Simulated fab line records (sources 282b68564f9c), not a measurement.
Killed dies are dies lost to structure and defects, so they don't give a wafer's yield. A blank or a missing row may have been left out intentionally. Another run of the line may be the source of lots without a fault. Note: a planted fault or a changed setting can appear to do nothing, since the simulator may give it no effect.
fab line records ; flow ritCmos
record: lots: 14; wafers: 42; lastDay: 7
route steps=202 shown CONTACT@179
lots that met no fault: taken from a fault-free run of the same line
startH: start of the lot's first displayed wafer, in hours after the record's first day ; waitH: hours from the lot's prior step to this one ; " unchanged from the row above ; L1.1+2: a single row standing in for several wafers ; - either no value or no given start ; * or withheld: withheld ; < > ~ a bound
route shown NAME@n: NAME is a module with steps in the file, n the number in the route of the first one ; usual: mean/standard deviation of fault-free wafers ; same: alike in all rows ; chamber/n: place in a boat ; sites: the reading at each site ; _std_site: standard deviation of those values ; _edge_site: outer sites' mean less inner sites' ; radiusMm: for every site, how far away it sits from the centre of the wafer ; mask NAME#n: copy n ; behind: the tool/chamber that last shaped the wafer ; hold: why the lot went on hold/how many hours it stayed there/how the hold came to an end ; device: the transistor (n, p or np) that didn't switch ; end of line: the route-end tests of the same wafers ; a step with no rows: only its recipe ; killed: dies that structure and defects cost at the first sort, which is not the same as the wafer's yield ; map: a wafer's dies, x killed, . not, _ none there
set.NAME: the run value of the setting; set.NAME@STEP: its run value at that earlier step ; model.NAME: the simulator's own value behind a step, which no gauge read
one table for each step of the route and one row for each wafer, over a sample of lots
services: a tool's chamber out of use, with start hour (startH, from the record's first day; less than 0 if before it), hours out, and reason
== steps ==
step: RIT_CONTACT_ETCH_11
recipe: targetDepthA: 4800; overEtchFrac: 0.2; stopOn: TiSi2; chemistry: CHF3/CF4/Ar; target: SiO2; CHF3_flow_sccm: 50; cf4FlowSccm: 10; Ar_flow_sccm: 100; O2_flow_sccm: 5; pressureMtorr: 100; rfW: 200; timeS: 320
usual: drypumpMotorCurrentA: 5.6/0.47; oesProductAu: 0.987/0.013; rfFwdPowerW: 199.5/0.65; throttleValvePct: 8.87/0.14
lot.wafer;tool;chamber;startH;waitH;drypumpMotorCurrentA;oesProductAu;rfFwdPowerW;rfHoursCounterH;throttleValvePct
L310.2;rieDiel-03;1;56.66;0.1;6.7;0.982;200.0;4;8.72
L310.4;rieDiel-03;0;56.66;0.1;6.2;0.996;200.0;6;8.84
L310.5;rieDiel-03;0;56.66;0.1;6.2;1.005;199.7;-;8.84
L311.2;rieDiel-04;3;62.83;0.1;5.1;0.990;199.2;146;8.74
L311.3;rieDiel-04;2;62.83;0.1;5.2;0.993;199.8;67;8.95
L311.5;rieDiel-04;1;62.83;0.1;5.8;0.995;199.3;-;9.07
L312.1;rieDiel-04;1;67.06;0.1;5.8;0.994;199.8;21;9.08
L312.3;rieDiel-04;2;67.06;0.1;5.2;0.993;200.0;67;8.94
L312.4;rieDiel-04;0;67.06;0.1;5.5;0.991;198.9;13;9.12
L313.1;rieDiel-04;0;71.44;0.1;5.5;0.996;166.7;13;9.14
L313.5;rieDiel-04;3;71.44;0.1;5.1;0.994;167.3;-;8.74
L313.6;rieDiel-04;0;71.44;0.1;5.5;0.998;166.7;-;9.14
L315.1;rieDiel-04;0;82.71;0.1;5.5;0.994;167.5;13;9.13
L315.2;rieDiel-04;3;82.71;0.1;5.1;0.989;167.8;147;8.74
L315.3;rieDiel-04;2;82.71;0.1;5.2;1.007;167.7;68;8.94
L320.4;rieDiel-03;3;109.26;0.1;5.7;0.972;198.6;-;8.88
L320.5;rieDiel-03;2;109.26;0.1;5.8;0.994;199.5;-;8.73
L320.6;rieDiel-03;1;109.26;0.1;6.6;0.982;199.5;-;8.71
L322.2;rieDiel-03;1;122.82;0.1;6.7;0.984;199.7;6;8.71
L322.3;rieDiel-03;0;122.82;0.1;6.2;0.996;199.2;7;8.83
L322.5;rieDiel-03;2;122.82;0.1;5.8;0.995;200.4;-;8.73
L323.1;rieDiel-02;0;127.99;0.1;5.4;0.957;199.2;10;8.69
L323.2;rieDiel-02;3;127.99;0.1;5.3;0.961;200.2;19;8.86
L323.5;rieDiel-02;1;127.99;0.1;4.9;1.002;199.4;-;8.79
L326.3;rieDiel-02;2;143.03;0.1;5.4;0.993;199.6;25;8.86
L326.4;rieDiel-02;0;143.03;0.1;5.4;0.954;199.2;10;8.70
L326.5;rieDiel-02;1;143.03;0.1;4.9;0.992;198.7;-;8.80
L328.1;rieDiel-04;2;157.63;0.1;5.2;1.000;199.8;69;8.95
L328.3;rieDiel-04;0;157.63;0.1;5.5;0.989;199.0;15;9.13
L328.5;rieDiel-04;2;157.63;0.1;5.2;0.995;199.2;-;8.95
L329.4;rieDiel-03;1;159.56;0.1;6.6;0.976;198.9;6;8.71
L329.5;rieDiel-03;0;159.56;0.1;6.2;0.997;200.6;-;8.83
L329.6;rieDiel-03;1;159.56;0.1;6.6;0.981;199.7;-;8.70
L330.1;rieDiel-03;3;164.28;0.1;5.7;0.970;199.1;121;8.87
L330.2;rieDiel-03;2;164.28;0.1;5.8;0.997;199.9;26;8.74
L330.4;rieDiel-03;0;164.28;0.1;6.2;1.000;200.4;8;8.84
L331.2;rieDiel-04;1;168.88;0.1;5.8;0.995;199.6;23;9.08
L331.3;rieDiel-04;0;168.88;0.1;5.5;0.990;198.7;-;9.12
L331.6;rieDiel-04;0;168.88;0.1;5.5;0.994;198.7;-;9.12
L332.3;rieDiel-02;1;172.93;0.1;4.9;0.995;199.0;75;8.79
L332.4;rieDiel-02;2;172.93;0.1;5.4;0.988;199.1;25;8.85
L332.5;rieDiel-02;3;172.93;0.1;5.3;0.971;200.4;-;8.87
== services ==
tool;chamber;startH;hours;kind
rieDiel-03;-;59.64;14.6;pm
rieDiel-04;-;81.79;0.2;repair
rieDiel-03;0;90.94;21.9;repair
rieDiel-03;1;100.13;4.4;repair
rieDiel-02;3;105.79;8.8;repair
rieDiel-03;2;109.74;5.4;repair
rieDiel-03;0;113.59;2.4;repair
rieDiel-02;-;156.58;0.1;repair
rieDiel-04;3;160.90;-;clean
rieDiel-03;-;164.61;0.4;repair
rieDiel-04;2;165.42;7.4;repair
== key ==
firstSign: step: RIT_CONTACT_ETCH_11; reading: rfFwdPowerW; direction: down; sigmas: 49; usual: 199.5; struck: 167.3
effect none on later readings
metAt RIT_CONTACT_ETCH_11
struckLots L313,L315
testerLeftOut L313,L315
onsetBetween 67.06 71.44
fault: kind: processParameterDrift; tool: rieDiel-04; chamber: -; onsetH: 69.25; steps: RIT_CONTACT_ETCH_11; channel: rfW; offset: -32; shape: step; endH: 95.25; actsIn: theseRecipesOnly; stated: 200
testerLeftOut: of these lots the tester's yield and bins aren't shown, on N5 and GAA mostly nor the transistor test; their killed dies are dies lost to structure and defects alone, not to doping, threshold or leakage, so they don't give the yield
